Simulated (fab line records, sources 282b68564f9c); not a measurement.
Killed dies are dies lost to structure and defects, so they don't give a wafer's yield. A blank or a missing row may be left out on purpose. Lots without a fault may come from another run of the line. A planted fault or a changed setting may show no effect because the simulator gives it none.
fab line records | flow rit_cmos
record lots=14 wafers=42 last_day=7
route steps=202 shown PSD@147 M1@202
lots that met no fault: from a run of the same line without faults
start_h: hours from the record's first day to the start of the lot's first wafer shown | wait_h: hours since the lot's step before | " the same as in the row above | L1.1+2: a row that stands for several wafers | - no value, or no start given | * or withheld: withheld | < > ~ a bound
route shown NAME@n: a module of which the file shows steps, and the number in the route of the first | usual: mean/standard deviation of fault-free wafers | same: alike in all rows | chamber/n: place in a boat | sites: the reading at each site | _std_site: their standard deviation | _edge_site: outer sites' mean less inner sites' | radius_mm: how far each site lies from the wafer's centre | mask NAME#n: copy n | behind: the tool/chamber that last shaped the wafer | hold: why the lot was held/for how many hours/how that ended | device: the transistor (n, p or np) that didn't switch | end of line: the same wafers' tests at the end of the route | a step without rows: its recipe alone | killed: dies lost to structure and defects at the first sort, not the wafer's yield | map: a wafer's dies, x killed, . not, _ none there
set.NAME: the setting as run; set.NAME@STEP: as run at that earlier step | model.NAME: the simulator's own value behind a step, which no gauge read
steps of the route over a sample of lots; a table a step, a row a wafer
## steps
# step RIT_PSD_DEVELOP_05
# recipe resist=NOVOLAK develop_time_s=50 dev_temp_c=23
# usual chill_plate_temp_C=23.02/0.12 developer_temp_C=22.99/0.11
# same develop_time_s=50
# columns lot.wafer tool chamber start_h wait_h chill_plate_temp_C developer_temp_C
L705.3 litho_track-03 0 53 - 23.24 23.04
L705.4 " 0 " " 23.18 23.01
L705.6 " 0 " " 23.12 22.96
L706.2 litho_track-02 0 57 - 23.02 22.84
L706.3 " 0 " " 23.10 22.69
L706.6 " 0 58 - 23.12 22.93
L707.1 litho_track-02 0 64 - 22.88 23.23
L707.4 " 0 " " 23.03 23.15
L707.6 " 0 " " 22.82 23.12
L708.2 litho_track-03 0 72 - 23.04 22.96
L708.4 " 0 " " 22.88 22.86
L708.6 " 0 " " 23.07 23.01
L709.4 litho_track-03 0 81 - 22.72 22.87
L709.5 " 0 " " 23.00 23.06
L709.6 " 0 " " 23.01 22.98
L716.1 litho_track-02 0 108 - 23.17 22.14
L716.2 " 0 109 - 23.21 22.09
L716.3 " 0 " " 23.10 22.01
L717.1 litho_track-02 0 113 - 23.05 22.07
L717.2 " 0 " " 23.02 21.88
L717.6 " 0 " " 22.96 22.03
L719.4 litho_track-01 0 123 - 23.12 22.92
L719.5 " 0 " " 22.90 23.08
L719.6 " 0 " " 22.99 23.16
L721.1 litho_track-03 0 130 - 23.08 22.97
L721.2 " 0 " " 23.11 23.00
L721.5 " 0 " " 23.06 22.96
L722.2 litho_track-03 0 135 - 23.00 23.08
L722.4 " 0 " " 23.03 23.08
L722.5 " 0 " " 22.89 23.03
L723.1 litho_track-03 0 144 - 23.05 23.09
L723.4 " 0 " " 22.93 23.03
L723.6 " 0 " " 22.87 23.13
L724.2 litho_track-01 0 147 - 22.95 22.94
L724.3 " 0 " " 22.95 22.85
L724.6 " 0 148 - 23.10 22.79
L726.1 litho_track-03 0 157 - 23.22 23.19
L726.4 " 0 " " 23.21 23.03
L726.6 " 0 " " 23.23 22.99
L728.1 litho_track-01 0 166 - 22.88 22.95
L728.3 " 0 " " 22.88 23.13
L728.6 " 0 " " 23.02 23.05
# step RIT_M1_PROBE_99
# usual killed_at_M0_to_M3=0.0/0.12 killed_at_contacts=0.1/0.31 killed_at_front_end=8/3.1 killed_dies=8/3.2 killed_open=3.9/2.2 killed_short=3.8/2.1
# same gross_dies=264 killed_at_M4_up=0 killed_at_back_side=0 killed_at_other=0
# columns lot.wafer tool chamber start_h wait_h killed_at_M0_to_M3 killed_at_contacts killed_at_front_end killed_dies killed_open killed_short
L705.3 prober-02 - 62.40 0.2 0 0 12 12 5 7
L705.4 prober-02 - 62.45 0.2 0 0 12 12 5 7
L705.6 prober-02 - 62.55 0.2 0 0 8 8 6 2
L706.2 prober-01 - 66.54 0.1 0 0 4 4 4 0
L706.3 prober-01 - 66.59 0.2 0 0 2 2 0 2
L706.6 prober-01 - 66.74 0.2 0 0 7 7 3 4
L707.1 prober-02 - 73.42 0.1 0 0 12 12 7 5
L707.4 prober-02 - 73.57 0.2 0 0 8 8 4 4
L707.6 prober-02 - 73.67 0.2 0 0 7 7 1 6
L708.2 prober-01 - 80.81 0.1 0 0 6 6 5 1
L708.4 prober-01 - 80.91 0.2 0 0 4 4 1 3
L708.6 prober-01 - 81.01 0.2 0 0 8 8 4 4
L709.4 prober-01 - 90.68 0.2 0 0 7 7 5 2
L709.5 prober-01 - 90.73 0.2 0 0 7 7 4 3
L709.6 prober-01 - 90.78 0.2 0 0 9 9 3 6
L716.1 prober-01 - 117.52 0.1 0 0 10 10 5 5
L716.2 prober-01 - 117.57 0.1 0 0 6 6 3 3
L716.3 prober-01 - 117.62 0.2 0 0 6 6 4 2
L717.1 prober-02 - 122.41 0.1 0 0 9 9 4 5
L717.2 prober-02 - 122.46 0.1 0 0 7 7 4 3
L717.6 prober-02 - 122.66 0.2 0 0 11 11 9 2
L719.4 prober-02 - 132.17 0.2 0 0 3 3 1 2
L719.5 prober-02 - 132.22 0.2 0 0 11 11 9 2
L719.6 prober-02 - 132.27 0.2 0 0 6 6 2 4
L721.1 prober-02 - 139.04 0.1 0 0 11 11 5 6
L721.2 prober-02 - 139.09 0.1 1 0 4 5 2 3
L721.5 prober-02 - 139.24 0.2 0 0 10 10 4 6
L722.2 prober-01 - 144.98 0.1 0 0 12 12 7 5
L722.4 prober-01 - 145.08 0.2 0 0 6 6 3 3
L722.5 prober-01 - 145.13 0.2 0 0 10 10 4 6
L723.1 prober-02 - 153.94 0.1 0 0 9 9 2 7
L723.4 prober-02 - 154.09 0.2 0 0 5 5 4 1
L723.6 prober-02 - 154.19 0.2 0 0 12 12 4 8
L724.2 prober-01 - 157.03 0.1 0 0 9 9 6 3
L724.3 prober-01 - 157.08 0.2 0 1 9 10 5 5
L724.6 prober-01 - 157.23 0.2 0 0 6 6 6 0
L726.1 prober-01 - 166.26 0.1 0 0 12 12 7 5
L726.4 prober-01 - 166.41 0.2 0 0 9 9 7 2
L726.6 prober-01 - 166.51 0.2 0 0 11 11 6 5
L728.1 prober-01 - 175.37 0.1 0 0 7 7 2 5
L728.3 prober-01 - 175.47 0.2 0 0 7 7 4 3
L728.6 prober-01 - 175.62 0.2 0 0 7 7 3 4
# killed by level:class
L705.3 GATE:geometric_particle:short=3 SILICIDE:geometric_particle:open=2 FOX1:geometric_particle:open=1 FOX2:geometric_particle:short=1 GATE:geometric_particle:open=1 REOX:geometric_particle:open=1 REOX:geometric_particle:short=1 SPACER:geometric_particle:short=1
L705.4 GATE:geometric_particle:open=3 GATE:geometric_particle:short=2 FOX1:geometric_particle:short=1 FOX2:geometric_particle:short=1 REOX:geometric_particle:short=1 SPACER:geometric_particle:short=1 SPACER:geometric_particle:open=1 SILICIDE:geometric_particle:open=1
L705.6 FOX2:geometric_particle:short=2 FOX2:geometric_particle:open=2 GATE:geometric_particle:open=2 REOX:geometric_particle:open=2
L706.2 SILICIDE:geometric_particle:open=2 FOX1:geometric_particle:open=1 SPACER:geometric_particle:open=1
L706.3 SPACER:geometric_particle:short=2
L706.6 FOX1:geometric_particle:short=1 FOX1:geometric_particle:open=1 GATE:geometric_particle:open=1 GATE:geometric_particle:short=1 REOX:geometric_particle:short=1 REOX:geometric_particle:open=1 SILICIDE:geometric_particle:short=1
L707.1 FOX1:geometric_particle:open=2 GATE:geometric_particle:open=2 REOX:geometric_particle:short=2 FOX1:geometric_particle:short=1 FOX2:geometric_particle:open=1 FOX2:geometric_particle:short=1 GATE:geometric_particle:short=1 REOX:geometric_particle:open=1
L707.4 SPACER:geometric_particle:short=3 SPACER:geometric_particle:open=2 FOX1:geometric_particle:short=1 FOX1:geometric_particle:open=1 REOX:geometric_particle:open=1
L707.6 REOX:geometric_particle:short=2 SPACER:geometric_particle:short=2 FOX1:geometric_particle:short=1 GATE:geometric_particle:short=1 GATE:geometric_particle:open=1
L708.2 FOX1:geometric_particle:open=2 GATE:geometric_particle:open=2 GATE:geometric_particle:short=1 REOX:geometric_particle:open=1
L708.4 GATE:geometric_particle:short=3 STARTING-WAFER:geometric_particle:open=1
L708.6 REOX:geometric_particle:short=3 SPACER:geometric_particle:open=2 FOX1:geometric_particle:open=1 REOX:geometric_particle:open=1 SPACER:geometric_particle:short=1
L709.4 GATE:geometric_particle:open=2 REOX:geometric_particle:open=2 FOX2:geometric_particle:open=1 SPACER:geometric_particle:short=1 SILICIDE:geometric_particle:short=1
L709.5 GATE:geometric_particle:open=3 FOX2:geometric_particle:open=1 FOX2:geometric_particle:short=1 GATE:geometric_particle:short=1 SPACER:geometric_particle:short=1
L709.6 GATE:geometric_particle:open=2 REOX:geometric_particle:short=2 SPACER:geometric_particle:short=2 FOX2:geometric_particle:short=1 SPACER:geometric_particle:open=1 SILICIDE:geometric_particle:short=1
L716.1 GATE:geometric_particle:open=3 FOX1:geometric_particle:short=1 FOX1:geometric_particle:open=1 FOX2:geometric_particle:short=1 GATE:geometric_particle:short=1 REOX:geometric_particle:short=1 SPACER:geometric_particle:open=1 SPACER:geometric_particle:short=1
L716.2 FOX2:geometric_particle:short=1 GATE:geometric_particle:open=1 REOX:geometric_particle:open=1 SPACER:geometric_particle:short=1 SPACER:geometric_particle:open=1 SILICIDE:geometric_particle:short=1
L716.3 GATE:geometric_particle:open=2 SILICIDE:geometric_particle:open=2 GATE:geometric_particle:short=1 SILICIDE:geometric_particle:short=1
L717.1 FOX2:geometric_particle:short=4 GATE:geometric_particle:open=3 FOX2:geometric_particle:open=1 SILICIDE:geometric_particle:short=1
L717.2 FOX1:geometric_particle:open=2 ACTIVE:geometric_particle:open=1 FOX1:geometric_particle:short=1 GATE:geometric_particle:short=1 SPACER:geometric_particle:short=1 SPACER:geometric_particle:open=1
L717.6 GATE:geometric_particle:open=3 REOX:geometric_particle:open=3 FOX1:geometric_particle:short=1 FOX1:geometric_particle:open=1 REOX:geometric_particle:short=1 SPACER:geometric_particle:open=1 SILICIDE:geometric_particle:open=1
L719.4 FOX2:geometric_particle:short=2 FOX2:geometric_particle:open=1
L719.5 FOX2:geometric_particle:open=3 FOX2:geometric_particle:short=2 GATE:geometric_particle:open=2 FOX1:geometric_particle:open=1 REOX:geometric_particle:open=1 SPACER:geometric_particle:open=1 SILICIDE:geometric_particle:open=1
L719.6 GATE:geometric_particle:short=3 GATE:geometric_particle:open=2 FOX2:geometric_particle:short=1
L721.1 SILICIDE:geometric_particle:short=3 FOX1:geometric_particle:open=2 GATE:geometric_particle:short=2 GATE:geometric_particle:open=2 FOX1:geometric_particle:short=1 FOX2:geometric_particle:open=1
L721.2 FOX2:geometric_particle:short=1 GATE:geometric_particle:short=1 GATE:geometric_particle:open=1 SILICIDE:geometric_particle:open=1 M1:geometric_particle:short=1
L721.5 GATE:geometric_particle:short=3 FOX1:geometric_particle:short=2 FOX1:geometric_particle:open=2 GATE:geometric_particle:open=2 SILICIDE:geometric_particle:short=1
L722.2 GATE:geometric_particle:open=4 FOX1:geometric_particle:short=2 FOX2:geometric_particle:open=2 GATE:geometric_particle:short=2 FOX2:geometric_particle:short=1 SILICIDE:geometric_particle:open=1
L722.4 GATE:geometric_particle:open=3 FOX2:geometric_particle:short=2 GATE:geometric_particle:short=1
L722.5 GATE:geometric_particle:short=5 REOX:geometric_particle:open=2 FOX2:geometric_particle:short=1 GATE:geometric_particle:open=1 SILICIDE:geometric_particle:open=1
L723.1 GATE:geometric_particle:short=3 REOX:geometric_particle:short=2 GATE:geometric_particle:open=1 SPACER:geometric_particle:short=1 SILICIDE:geometric_particle:short=1 SILICIDE:geometric_particle:open=1
L723.4 GATE:geometric_particle:open=3 FOX1:geometric_particle:short=1 SILICIDE:geometric_particle:open=1
L723.6 REOX:geometric_particle:short=3 GATE:geometric_particle:short=2 SILICIDE:geometric_particle:open=2 SILICIDE:geometric_particle:short=2 FOX1:geometric_particle:open=1 FOX1:geometric_particle:short=1 GATE:geometric_particle:open=1
L724.2 FOX2:geometric_particle:open=2 FOX1:geometric_particle:open=1 GATE:geometric_particle:short=1 GATE:geometric_particle:open=1 SPACER:geometric_particle:short=1 SPACER:geometric_particle:open=1 SILICIDE:geometric_particle:open=1 SILICIDE:geometric_particle:short=1
L724.3 SPACER:geometric_particle:open=3 SPACER:geometric_particle:short=3 FOX1:geometric_particle:open=1 FOX2:geometric_particle:short=1 GATE:geometric_particle:open=1 CONTACT:geometric_particle:short=1
L724.6 FOX1:geometric_particle:open=4 GATE:geometric_particle:open=1 SPACER:geometric_particle:open=1
L726.1 FOX2:geometric_particle:open=3 FOX2:geometric_particle:short=2 GATE:geometric_particle:short=2 SPACER:geometric_particle:open=2 SILICIDE:geometric_particle:open=2 SPACER:geometric_particle:short=1
L726.4 GATE:geometric_particle:open=3 REOX:geometric_particle:open=2 GATE:geometric_particle:short=1 SPACER:geometric_particle:short=1 SPACER:geometric_particle:open=1 SILICIDE:geometric_particle:open=1
L726.6 GATE:geometric_particle:open=3 FOX2:geometric_particle:short=2 GATE:geometric_particle:short=2 SILICIDE:geometric_particle:open=2 FOX2:geometric_particle:open=1 REOX:geometric_particle:short=1
L728.1 GATE:geometric_particle:short=2 REOX:geometric_particle:short=2 FOX2:geometric_particle:open=1 SPACER:geometric_particle:short=1 SILICIDE:geometric_particle:open=1
L728.3 FOX1:geometric_particle:short=1 FOX1:geometric_particle:open=1 GATE:geometric_particle:short=1 GATE:geometric_particle:open=1 REOX:geometric_particle:short=1 REOX:geometric_particle:open=1 SPACER:geometric_particle:open=1
L728.6 GATE:geometric_particle:short=2 FOX2:geometric_particle:open=1 FOX2:geometric_particle:short=1 GATE:geometric_particle:open=1 REOX:geometric_particle:short=1 REOX:geometric_particle:open=1
## key
first_sign step=RIT_PSD_DEVELOP_05 reading=developer_temp_C direction=down sigmas=9 usual=* struck=*
effect none on later readings
met_at RIT_PSD_DEVELOP_05
struck_lots L716,L717
tester_left_out L716,L717
onset_between 64 108
fault kind=process_parameter_drift tool=litho_track-02 chamber=- onset_h=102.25 steps=RIT_PSD_DEVELOP_05 channel=dev_temp_c offset=* shape=step end_h=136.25 acts_in=* stated=*
# tester_left_out: of these lots the tester's yield and bins aren't shown, on N5 and GAA mostly nor the transistor test; their killed dies are dies lost to structure and defects alone, not to doping, threshold or leakage, so they don't give the yield
